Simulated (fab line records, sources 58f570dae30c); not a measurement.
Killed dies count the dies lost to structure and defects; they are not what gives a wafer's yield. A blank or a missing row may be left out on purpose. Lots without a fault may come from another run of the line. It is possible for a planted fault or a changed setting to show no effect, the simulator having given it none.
Which tool did it? / flow berkeley_cmos170 / 14 lots, 42 wafers sampled, at 3 steps of a route of 331

WHAT THE GAUGES SHOWED, per wafer
UCB170_START_THK_MEAS_03. Usual: START_OXIDE_THK 20.0 nm, standard deviation 0.37.
lot=L745; measured=day 1 14:06; on=film_metro-03; START_OXIDE_THK (nm)=19.5 19.8 19.6; flag=
lot=L746; measured=day 1 20:03; on=film_metro-02; START_OXIDE_THK (nm)=19.8 20.1 20.0; flag=
lot=L747; measured=day 2 02:19; on=film_metro-04; START_OXIDE_THK (nm)=19.6 19.6 19.7; flag=
lot=L748; measured=day 2 07:25; on=film_metro-03; START_OXIDE_THK (nm)=19.6 19.8 19.8; flag=
lot=L750; measured=day 2 13:37; on=film_metro-02; START_OXIDE_THK (nm)=19.6 20.1 19.6; flag=
lot=L751; measured=day 2 22:56; on=film_metro-03; START_OXIDE_THK (nm)=20.2 20.3 20.0; flag=
lot=L752; measured=day 2 22:56; on=film_metro-04; START_OXIDE_THK (nm)=19.8 20.1 19.8; flag=
lot=L753; measured=day 3 07:22; on=film_metro-02; START_OXIDE_THK (nm)=19.9 19.7 19.7; flag=
lot=L758; measured=day 4 09:35; on=film_metro-03; START_OXIDE_THK (nm)=20.7 20.2 20.5; flag=
lot=L762; measured=day 5 00:53; on=film_metro-02; START_OXIDE_THK (nm)=20.4 20.0 20.8; flag=
lot=L761; measured=day 5 00:54; on=film_metro-03; START_OXIDE_THK (nm)=20.5 20.7 20.4; flag=
lot=L763; measured=day 5 11:05; on=film_metro-03; START_OXIDE_THK (nm)=20.2 20.2 20.1; flag=
lot=L765; measured=day 5 20:59; on=film_metro-04; START_OXIDE_THK (nm)=19.4 19.7 19.6; flag=
lot=L768; measured=day 6 06:50; on=film_metro-02; START_OXIDE_THK (nm)=19.9 20.0 20.0; flag=

UCB170_NLDD_OVL_MEAS_07. Usual: NLDD_OVL -2 nm, standard deviation 5.1.
lot=L745; measured=day 6 22:00; on=overlay-01; NLDD_OVL (nm)=3 9 1; flag=
lot=L746; measured=day 7 23:11; on=overlay-02; NLDD_OVL (nm)=-1 -3 -2; flag=
lot=L747; measured=day 8 14:41; on=overlay-02; NLDD_OVL (nm)=5 3 1; flag=
lot=L748; measured=day 8 14:14; on=overlay-01; NLDD_OVL (nm)=-5 -2 0; flag=
lot=L750; measured=day 8 15:10; on=overlay-02; NLDD_OVL (nm)=-10 -5 -7; flag=
lot=L751; measured=day 8 23:52; on=overlay-01; NLDD_OVL (nm)=3 -9 2; flag=
lot=L752; measured=day 8 22:52; on=overlay-02; NLDD_OVL (nm)=-9 -11 -9; flag=
lot=L753; measured=day 8 23:35; on=overlay-02; NLDD_OVL (nm)=13 5 5; flag=
lot=L758; measured=day 10 09:12; on=overlay-02; NLDD_OVL (nm)=-10 -1 2; flag=
lot=L762; measured=day 10 21:51; on=overlay-02; NLDD_OVL (nm)=-3 -10 0; flag=
lot=L761; measured=day 10 21:35; on=overlay-01; NLDD_OVL (nm)=4 -8 0; flag=
lot=L763; measured=day 11 13:29; on=overlay-01; NLDD_OVL (nm)=-2 -7 -3; flag=
lot=L765; measured=day 11 12:45; on=overlay-01; NLDD_OVL (nm)=-3 -2 -4; flag=
lot=L768; measured=day 12 04:57; on=overlay-01; NLDD_OVL (nm)=-9 3 -5; flag=

WHICH TOOL RAN EACH LOT (tool, then ch and the chambers of the sampled wafers, then the start)
lot=L745; UCB170_NVT_IMPLANT_07=implanter-04 ch 0, day 6 01:31
lot=L746; UCB170_NVT_IMPLANT_07=implanter-03 ch 0, day 6 19:40
lot=L747; UCB170_NVT_IMPLANT_07=implanter-02 ch 0, day 7 14:29
lot=L748; UCB170_NVT_IMPLANT_07=implanter-04 ch 0, day 7 14:28
lot=L750; UCB170_NVT_IMPLANT_07=implanter-02 ch 0, day 7 20:17
lot=L751; UCB170_NVT_IMPLANT_07=implanter-04 ch 0, day 8 00:59
lot=L752; UCB170_NVT_IMPLANT_07=implanter-02 ch 0, day 8 01:05
lot=L753; UCB170_NVT_IMPLANT_07=implanter-04 ch 0, day 8 01:15
lot=L758; UCB170_NVT_IMPLANT_07=implanter-02 ch 0, day 9 10:04
lot=L762; UCB170_NVT_IMPLANT_07=implanter-03 ch 0, day 10 00:13
lot=L761; UCB170_NVT_IMPLANT_07=implanter-02 ch 0, day 10 00:21
lot=L763; UCB170_NVT_IMPLANT_07=implanter-04 ch 0, day 10 15:02
lot=L765; UCB170_NVT_IMPLANT_07=implanter-03 ch 0, day 10 15:05
lot=L768; UCB170_NVT_IMPLANT_07=implanter-03 ch 0, day 11 03:59
- UCB170_NVT_IMPLANT_07

WHAT THE TOOLS THEMSELVES READ (means of the sampled wafers that have a number; where no wafer has one, the mark that the record gives instead)
UCB170_NVT_IMPLANT_07. Usual: beam_energy_keV 49.997, standard deviation 0.016; end_station_pressure_torr 5.01e-06 Torr, standard deviation 2.4e-07.
lot=L745; tool=implanter-04; beam_energy_keV=50.012; end_station_pressure_torr (Torr)=4.99e-06; flag=
lot=L746; tool=implanter-03; beam_energy_keV=49.989; end_station_pressure_torr (Torr)=5.04e-06; flag=
lot=L747; tool=implanter-02; beam_energy_keV=49.997; end_station_pressure_torr (Torr)=4.98e-06; flag=
lot=L748; tool=implanter-04; beam_energy_keV=49.990; end_station_pressure_torr (Torr)=5.13e-06; flag=
lot=L750; tool=implanter-02; beam_energy_keV=50.005; end_station_pressure_torr (Torr)=5.20e-06; flag=
lot=L751; tool=implanter-04; beam_energy_keV=49.990; end_station_pressure_torr (Torr)=4.98e-06; flag=
lot=L752; tool=implanter-02; beam_energy_keV=49.988; end_station_pressure_torr (Torr)=4.93e-06; flag=
lot=L753; tool=implanter-04; beam_energy_keV=49.981; end_station_pressure_torr (Torr)=5.03e-06; flag=
lot=L758; tool=implanter-02; beam_energy_keV=51.667; end_station_pressure_torr (Torr)=4.98e-06; flag=OFF
lot=L762; tool=implanter-03; beam_energy_keV=50.005; end_station_pressure_torr (Torr)=5.11e-06; flag=
lot=L761; tool=implanter-02; beam_energy_keV=51.631; end_station_pressure_torr (Torr)=5.00e-06; flag=OFF
lot=L763; tool=implanter-04; beam_energy_keV=49.998; end_station_pressure_torr (Torr)=4.84e-06; flag=
lot=L765; tool=implanter-03; beam_energy_keV=49.998; end_station_pressure_torr (Torr)=4.96e-06; flag=
lot=L768; tool=implanter-03; beam_energy_keV=50.012; end_station_pressure_torr (Torr)=4.93e-06; flag=

THE ANSWER, worked out from the rows above alone
Rule: a lot counts as off when the mean over its wafers that have a number is more than 3 standard deviations away from the usual mean. Also off: a lot with no number at a reading for which 4 or more lots have one. The other lots that the step has rows for count as sound. Order of review: gauges by route order, followed by the tools' own readings, for which a lot's mean as printed above is used. At the first step where some lot is off, the reading lying furthest off is the one used; lots without a number count as furthest.
Off at UCB170_NVT_IMPLANT_07 (beam_energy_keV): L758, L761.
If a tool, at that step or one of the process steps before it, ran each lot that is off and ran no sound lot following the first of them, it fits. One fits: UCB170_NVT_IMPLANT_07 on implanter-02. A fault onset in the window from L752 (day 8 01:05, its last sound lot) to L758 (day 9 10:04, its first lot off) fits.
On the lots that are off, the tool's own readings at UCB170_NVT_IMPLANT_07 differ by more than 5 times the standard deviation of the sound lots' means, which bears it out; beam_energy_keV reads 51.649 there versus 49.997 on the sound lots.

WHAT THE SIMULATOR PUT IN
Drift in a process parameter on implanter-02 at UCB170_NVT_IMPLANT_07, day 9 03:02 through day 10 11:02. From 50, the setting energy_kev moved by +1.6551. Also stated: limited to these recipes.
Struck lots among those shown: L758, L761. This agrees with what the rule above found.
